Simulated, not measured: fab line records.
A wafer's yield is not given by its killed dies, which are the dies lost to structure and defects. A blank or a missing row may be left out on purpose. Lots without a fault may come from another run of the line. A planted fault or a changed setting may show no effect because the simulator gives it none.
One fault seen from 2 desks :: flow rit_cmos :: each desk holds nothing but its own numbers, with what lay behind them at the end

AT THE METROLOGY DESK
What the gauges read, lot by lot, whatever tool the lot ran on: means of the sampled wafers that have a number. Any lot whose mean is over 4 standard deviations away from the usual mean is out of limits and marked OUT; that distance is given in the brackets.
Columns: A = NWELL_RS at RIT_WELLDRIVE_RS_MEAS_01, usual 275.5 ohm/sq; B = PWELL_RS at RIT_WELLDRIVE_RS_MEAS_02, usual 435.9 ohm/sq
lot: L613
first seen here: day 2 06:44
A: 274.8
B: 435.5

lot: L614
first seen here: day 2 12:03
A: 275.5
B: 435.4

lot: L615
first seen here: day 2 14:46
A: 275.7
B: 437.3

lot: L617
first seen here: day 3 03:04
A: 274.5
B: 434.7

lot: L619
first seen here: day 3 14:34
A: 274.9
B: 435.7

lot: L620
first seen here: day 3 20:07
A: 275.3
B: 434.6

lot: L621
first seen here: day 4 04:44
A: 276.3
B: 435.4

lot: L622
first seen here: day 4 09:22
A: 276.2
B: 436.2

lot: L623
first seen here: day 4 12:16
A: 274.7
B: 435.7

lot: L624
first seen here: day 4 17:16
A: 275.3
B: 436.5

lot: L628
first seen here: day 5 09:05
A: 347.9 (+84) OUT
B: 501.2 (+50) OUT

lot: L629
first seen here: day 5 16:41
A: 345.9 (+82) OUT
B: 500.2 (+49) OUT

lot: L633
first seen here: day 6 10:26
A: 346.5 (+83) OUT
B: 500.1 (+49) OUT

lot: L635
first seen here: day 6 20:02
A: 275.4
B: 435.5

lot: L636
first seen here: day 7 02:41
A: 275.3
B: 437.0
Finding of this desk: L628, L629, L633 out of limits, first seen on L628 at day 5 09:05 (NWELL_RS at RIT_WELLDRIVE_RS_MEAS_01). L613, L614, L615, L617, L619, L620, L621, L622, L623, L624, L635, L636: within limits.

FOR THE TOOL OWNER'S DESK: furnace-01
At RIT_WELLDRIVE_ANNEAL_00 (time 14700 s), the tool's own readings, given per lot that ran on this tool as the mean of the sampled wafers with a number. Any lot whose mean is over 4 standard deviations away from the usual mean is out of limits and marked OUT; that distance is given in the brackets.
Columns: A = spike_tc_centre_C at RIT_WELLDRIVE_ANNEAL_00, usual 1102.8 C; B = spike_tc_load_C at RIT_WELLDRIVE_ANNEAL_00, usual 1126 C; C = spike_tc_source_C at RIT_WELLDRIVE_ANNEAL_00, usual 1126.0 C; D = tube_center_temp_C at RIT_WELLDRIVE_ANNEAL_00, usual 1100 C; E = tube_center_temp_C_max at RIT_WELLDRIVE_ANNEAL_00, usual 1102.8; F = zone_power_load_pct at RIT_WELLDRIVE_ANNEAL_00, usual 40.9 %
lot: L613
first seen here: day 2 01:37
A: 1103.7
B: 1125
C: 1125.4
D: 1100
E: 1103.1
F: 41.3

lot: L614
first seen here: day 2 06:56
A: 1103.0
B: 1124
C: 1125.2
D: 1100
E: 1102.6
F: 41.7

lot: L617
first seen here: day 2 21:59
A: 1104.4
B: 1124
C: 1125.8
D: 1100
E: 1103.3
F: 42.0

lot: L620
first seen here: day 3 15:01
A: 1102.5
B: 1125
C: 1125.1
D: 1100
E: 1102.7
F: 41.5

lot: L622
first seen here: day 4 04:15
A: 1102.8
B: 1125
C: 1125.3
D: 1100
E: 1102.9
F: 41.5

lot: L624
first seen here: day 4 12:08
A: 1101.7
B: 1125
C: 1125.9
D: 1100
E: 1103.0
F: 42.0

lot: L628
first seen here: day 5 03:58
A: 1043.2 (-50) OUT
B: 1064 (-19) OUT
C: 1064.6 (-44) OUT
D: 1040 (-99 or more) OUT
E: 1042.6 (-99 or more) OUT
F: 36.5

lot: L629
first seen here: day 5 11:35
A: 1041.7 (-51) OUT
B: 1063 (-20) OUT
C: 1064.6 (-44) OUT
D: 1040 (-99 or more) OUT
E: 1042.8 (-99 or more) OUT
F: 36.5

lot: L633
first seen here: day 6 05:22
A: 1042.3 (-50) OUT
B: 1064 (-19) OUT
C: 1063.6 (-45) OUT
D: 1040 (-99 or more) OUT
E: 1042.3 (-99 or more) OUT
F: 36.5
This desk finds L628, L629, L633 out of limits, L628 being first, at day 5 03:58 (spike_tc_centre_C at RIT_WELLDRIVE_ANNEAL_00). L613, L614, L617, L620, L622, L624: within limits.

ALL TOGETHER
An alarm could have come from the tool owner's desk at day 5 03:58, on L628, L629, L633.
On L628, L629, L633, the metrology desk was in a position to raise an alarm at day 5 09:05.
All the named lots went through RIT_WELLDRIVE_ANNEAL_00 on furnace-01.

WHAT WAS PUT IN BY THE SIMULATOR
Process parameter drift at RIT_WELLDRIVE_ANNEAL_00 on furnace-01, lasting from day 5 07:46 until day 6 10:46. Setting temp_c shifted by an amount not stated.
Struck lots among those shown: L628, L629, L633.
